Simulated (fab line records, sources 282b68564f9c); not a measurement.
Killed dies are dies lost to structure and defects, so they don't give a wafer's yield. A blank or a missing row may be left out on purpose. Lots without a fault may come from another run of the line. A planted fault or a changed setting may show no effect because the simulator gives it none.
Tool commonality check | flow rit_cmos | 15 lots, 45 wafers sampled

WHY IT WAS OPENED
At RIT_NRETRO_OVL_MEAS_06 the reading NRETRO_OVL is flagged on 3 of 15 lots. Wafers without a fault read -1.4 nm, standard deviation 1.4.
Rule: a lot is flagged when every wafer of it that has a number lies more than 4 standard deviations from that mean, or none has a number. The other lots count as sound.

lot  | measured    | on         | NRETRO_OVL (nm), wafer by wafer | flag
L394 | day 2 10:28 | overlay-01 | -1.5 -1.1 -0.3                  |
L395 | day 2 14:23 | overlay-02 | -1.2 -0.2 0.3                   |
L396 | day 2 16:31 | overlay-02 | -0.4 0.4 -0.9                   |
L397 | day 2 22:49 | overlay-01 | 1.0 0.3 0.5                     |
L398 | day 3 03:26 | overlay-02 | 1.0 0.1 -0.8                    |
L399 | day 3 08:31 | overlay-02 | -2.4 -2.3 -1.8                  |
L402 | day 3 21:55 | overlay-01 | -0.3 0.3 -0.6                   |
L403 | day 4 06:16 | overlay-01 | 1.0 1.0 -1.0                    |
L407 | day 5 01:52 | overlay-01 | -1.0 -1.4 -1.8                  |
L408 | day 5 06:28 | overlay-02 | 3321.5 3322.4 3321.2            | FLAGGED
L409 | day 5 11:34 | overlay-01 | 3322.3 3323.6 3322.5            | FLAGGED
L411 | day 5 23:23 | overlay-01 | -0.5 0.8 -2.1                   |
L412 | day 6 03:55 | overlay-01 | 3322.5 3323.8 3321.7            | FLAGGED
L415 | day 6 19:23 | overlay-01 | -1.6 -3.2 -4.7                  |
L416 | day 6 21:14 | overlay-01 | -3.9 -1.9 -1.3                  |
The numbers of the flagged lots are 3322.4 nm on average: +3323.8 nm against the usual, or +99 or more standard deviations.

WHICH TOOL RAN EACH LOT
The record holds 1 process step before the reading, out of a route of 202 steps. In each cell: the tool, then ch and the chambers that the sampled wafers went through, then the start.
lot  | flag    | RIT_NRETRO_EXPOSE_03
L394 |         | iline_stepper-02 ch 0, day 2 10:02
L395 |         | iline_stepper-01 ch 0, day 2 13:57
L396 |         | iline_stepper-02 ch 0, day 2 15:55
L397 |         | iline_stepper-02 ch 0, day 2 22:23
L398 |         | iline_stepper-01 ch 0, day 3 03:02
L399 |         | iline_stepper-02 ch 0, day 3 08:05
L402 |         | iline_stepper-01 ch 0, day 3 21:29
L403 |         | iline_stepper-01 ch 0, day 4 05:50
L407 |         | iline_stepper-02 ch 0, day 5 01:27
L408 | FLAGGED | iline_stepper-02 ch 0, day 5 06:03
L409 | FLAGGED | iline_stepper-02 ch 0, day 5 11:09
L411 |         | iline_stepper-01 ch 0, day 5 22:58
L412 | FLAGGED | iline_stepper-02 ch 0, day 6 03:29
L415 |         | iline_stepper-01 ch 0, day 6 18:58
L416 |         | iline_stepper-01 ch 0, day 6 20:47
What these steps do:
- RIT_NRETRO_EXPOSE_03: exposes mask M4, target cd 43900 nm.
- RIT_NRETRO_OVL_MEAS_06

FLAGGED OVER TOTAL, TOOL BY TOOL (the gauges that took the reading come last)
step                   | tool             | lots run | flagged | share of the flagged lots | sound lots run after its first flagged lot
RIT_NRETRO_EXPOSE_03   | iline_stepper-01 | 7        | 0       | none                      | -
RIT_NRETRO_EXPOSE_03   | iline_stepper-02 | 8        | 3       | all                       | 0
RIT_NRETRO_OVL_MEAS_06 | overlay-01       | 10       | 2       | some                      | 3 (L411,L415,L416)
RIT_NRETRO_OVL_MEAS_06 | overlay-02       | 5        | 1       | some                      | 0

WHAT THE TABLE ALLOWS
1 row of the table ran every flagged lot: iline_stepper-02 at RIT_NRETRO_EXPOSE_03.
- iline_stepper-02 at RIT_NRETRO_EXPOSE_03: 3 of its 8 lots flagged. Its last sound lot is L407 (day 5 01:27), its first flagged lot L408 (day 5 06:03): a fault that began between those two fits.
One tool is left: iline_stepper-02 at RIT_NRETRO_EXPOSE_03.

WHAT THE SIMULATOR HAD PUT IN
Scanner matching overlay: iline_stepper-02, from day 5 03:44 on, at RIT_NRETRO_EXPOSE_03. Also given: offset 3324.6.
Lots struck among those shown: L408, L409, L412. The rule above found the same.
